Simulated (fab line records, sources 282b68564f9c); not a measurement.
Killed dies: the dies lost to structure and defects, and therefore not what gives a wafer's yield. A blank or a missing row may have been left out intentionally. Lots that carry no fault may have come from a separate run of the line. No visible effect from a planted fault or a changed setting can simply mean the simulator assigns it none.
Which tool did it? || flow ritCmos || Sampling: 15 lots, 45 wafers, 2 of 202 route steps

WHAT THE GAUGES SHOWED, per wafer
RIT_PLDD_TW_MEAS_10.
{"lot": "L791", "measured": "day 3 00:49", "on": "filmMetro-01", "PLDD_TW": "2343 2338 2334"}
{"lot": "L792", "measured": "day 3 10:35", "on": "filmMetro-02", "PLDD_TW": "2325 2318 2322"}
{"lot": "L793", "measured": "day 3 12:12", "on": "filmMetro-01", "PLDD_TW": "2349 2343 2355"}
{"lot": "L794", "measured": "day 3 16:02", "on": "filmMetro-03", "PLDD_TW": "2307 2303 2310"}
{"lot": "L795", "measured": "day 3 23:56", "on": "filmMetro-01", "PLDD_TW": "2348 2340 2330"}
{"lot": "L797", "measured": "day 4 07:19", "on": "filmMetro-02", "PLDD_TW": "2301 2306 2311"}
{"lot": "L801", "measured": "day 5 04:31", "on": "filmMetro-02", "PLDD_TW": "2317 2314 2308"}
{"lot": "L803", "measured": "day 5 13:49", "on": "filmMetro-01", "PLDD_TW": "2376 2355 2359"}
{"lot": "L804", "measured": "day 5 19:32", "on": "filmMetro-01", "PLDD_TW": "2355 2354 2346"}
{"lot": "L805", "measured": "day 5 23:13", "on": "filmMetro-01", "PLDD_TW": "2372 2347 2366"}
{"lot": "L807", "measured": "day 6 07:35", "on": "filmMetro-03", "PLDD_TW": "30 30 30 30 30 30"}
{"lot": "L808", "measured": "day 6 19:03", "on": "filmMetro-02", "PLDD_TW": "30 30 30 30 30 30"}
{"lot": "L809", "measured": "day 6 19:15", "on": "filmMetro-01", "PLDD_TW": "30 30 30 30 30 30"}
{"lot": "L812", "measured": "day 7 09:35", "on": "filmMetro-01", "PLDD_TW": "2342 2333 2343"}
{"lot": "L813", "measured": "day 7 14:59", "on": "filmMetro-02", "PLDD_TW": "2321 2304 2315"}

TOOL THAT RAN EACH LOT (tool first, then ch and the chambers of the sampled wafers, then the start)
{"lot": "L791", "RIT_NLDD_STRIP_09": "plasmaAsher-03 ch 0,1, day 2 23:13"}
{"lot": "L792", "RIT_NLDD_STRIP_09": "plasmaAsher-03 ch 0, day 3 08:40"}
{"lot": "L793", "RIT_NLDD_STRIP_09": "plasmaAsher-04 ch 0,1, day 3 10:34"}
{"lot": "L794", "RIT_NLDD_STRIP_09": "plasmaAsher-03 ch 0,1, day 3 14:26"}
{"lot": "L795", "RIT_NLDD_STRIP_09": "plasmaAsher-03 ch 0,1, day 3 22:20"}
{"lot": "L797", "RIT_NLDD_STRIP_09": "plasmaAsher-02 ch 0,1, day 4 05:35"}
{"lot": "L801", "RIT_NLDD_STRIP_09": "plasmaAsher-04 ch 0,1, day 5 02:43"}
{"lot": "L803", "RIT_NLDD_STRIP_09": "plasmaAsher-04 ch 0,1, day 5 12:06"}
{"lot": "L804", "RIT_NLDD_STRIP_09": "plasmaAsher-03 ch 0,1, day 5 17:42"}
{"lot": "L805", "RIT_NLDD_STRIP_09": "plasmaAsher-03 ch 0,1, day 5 21:37"}
{"lot": "L807", "RIT_NLDD_STRIP_09": "plasmaAsher-03 ch 0,1, day 6 05:48"}
{"lot": "L808", "RIT_NLDD_STRIP_09": "plasmaAsher-03 ch 0,1, day 6 17:22"}
{"lot": "L809", "RIT_NLDD_STRIP_09": "plasmaAsher-02 ch 0,1, day 6 17:38"}
{"lot": "L812", "RIT_NLDD_STRIP_09": "plasmaAsher-04 ch 0, day 7 07:51"}
{"lot": "L813", "RIT_NLDD_STRIP_09": "plasmaAsher-02 ch 0,1, day 7 13:15"}
- RIT_NLDD_STRIP_09: strips in O2, time 180 s.

WHAT THE TOOLS THEMSELVES READ (means of the sampled wafers that have a number; where no wafer has one, the mark that the record gives instead)
RIT_NLDD_STRIP_09.
{"lot": "L791", "tool": "plasmaAsher-03", "chamberPressureMTorr (mTorr)": 4000, "drypumpMotorCurrentA (A)": 5.1}
{"lot": "L792", "tool": "plasmaAsher-03", "chamberPressureMTorr (mTorr)": 4000, "drypumpMotorCurrentA (A)": 4.8}
{"lot": "L793", "tool": "plasmaAsher-04", "chamberPressureMTorr (mTorr)": 4003, "drypumpMotorCurrentA (A)": 5.7}
{"lot": "L794", "tool": "plasmaAsher-03", "chamberPressureMTorr (mTorr)": 3995, "drypumpMotorCurrentA (A)": 5.1}
{"lot": "L795", "tool": "plasmaAsher-03", "chamberPressureMTorr (mTorr)": 3998, "drypumpMotorCurrentA (A)": 5.1}
{"lot": "L797", "tool": "plasmaAsher-02", "chamberPressureMTorr (mTorr)": 4001, "drypumpMotorCurrentA (A)": 5.4}
{"lot": "L801", "tool": "plasmaAsher-04", "chamberPressureMTorr (mTorr)": 4004, "drypumpMotorCurrentA (A)": 5.7}
{"lot": "L803", "tool": "plasmaAsher-04", "chamberPressureMTorr (mTorr)": 3998, "drypumpMotorCurrentA (A)": 5.7}
{"lot": "L804", "tool": "plasmaAsher-03", "chamberPressureMTorr (mTorr)": 3999, "drypumpMotorCurrentA (A)": 5.1}
{"lot": "L805", "tool": "plasmaAsher-03", "chamberPressureMTorr (mTorr)": 4000, "drypumpMotorCurrentA (A)": 5.1}
{"lot": "L807", "tool": "plasmaAsher-03", "chamberPressureMTorr (mTorr)": "-", "drypumpMotorCurrentA (A)": "-"}
{"lot": "L808", "tool": "plasmaAsher-03", "chamberPressureMTorr (mTorr)": "-", "drypumpMotorCurrentA (A)": "-"}
{"lot": "L809", "tool": "plasmaAsher-02", "chamberPressureMTorr (mTorr)": "-", "drypumpMotorCurrentA (A)": "-"}
{"lot": "L812", "tool": "plasmaAsher-04", "chamberPressureMTorr (mTorr)": 3998, "drypumpMotorCurrentA (A)": 5.8}
{"lot": "L813", "tool": "plasmaAsher-02", "chamberPressureMTorr (mTorr)": 3999, "drypumpMotorCurrentA (A)": 5.4}

THE ANSWER, worked out from the rows above alone
Rule: the usual values come from the lots themselves. The widest of any qualifying gaps counts: lots, ordered by their means at a reading, are off when they make up no more than a third of the lots, leave a main group of 4 or more, and stand apart from it by 3 or more times the standard deviation of that group's means. A main group is skipped when, at the precision printed for the reading in the tables above, its means are all equal. A lot without any number at a reading at which 4 lots or more have one is off too. All remaining lots with rows at the step are treated as sound. After the gauges, taken in route order, come the tools' own readings; for these a lot's mean is taken, as printed above. At the first step where some lot is off, the reading lying furthest off is the one used; lots without a number count as furthest.
Off: L807, L808, L809, at RIT_PLDD_TW_MEAS_10 (PLDD_TW). Main group: mean 2334, sd 20.
If a tool, at a process step before that reading, ran all the lots that are off and no sound lot after the first of them, it fits. The gauges at RIT_PLDD_TW_MEAS_10 aren't tried: what is off there is off at RIT_NLDD_STRIP_09 too, on other tools, and a gauge's error can't cause that. None of those tried fits.

WHAT THE SIMULATOR PUT IN
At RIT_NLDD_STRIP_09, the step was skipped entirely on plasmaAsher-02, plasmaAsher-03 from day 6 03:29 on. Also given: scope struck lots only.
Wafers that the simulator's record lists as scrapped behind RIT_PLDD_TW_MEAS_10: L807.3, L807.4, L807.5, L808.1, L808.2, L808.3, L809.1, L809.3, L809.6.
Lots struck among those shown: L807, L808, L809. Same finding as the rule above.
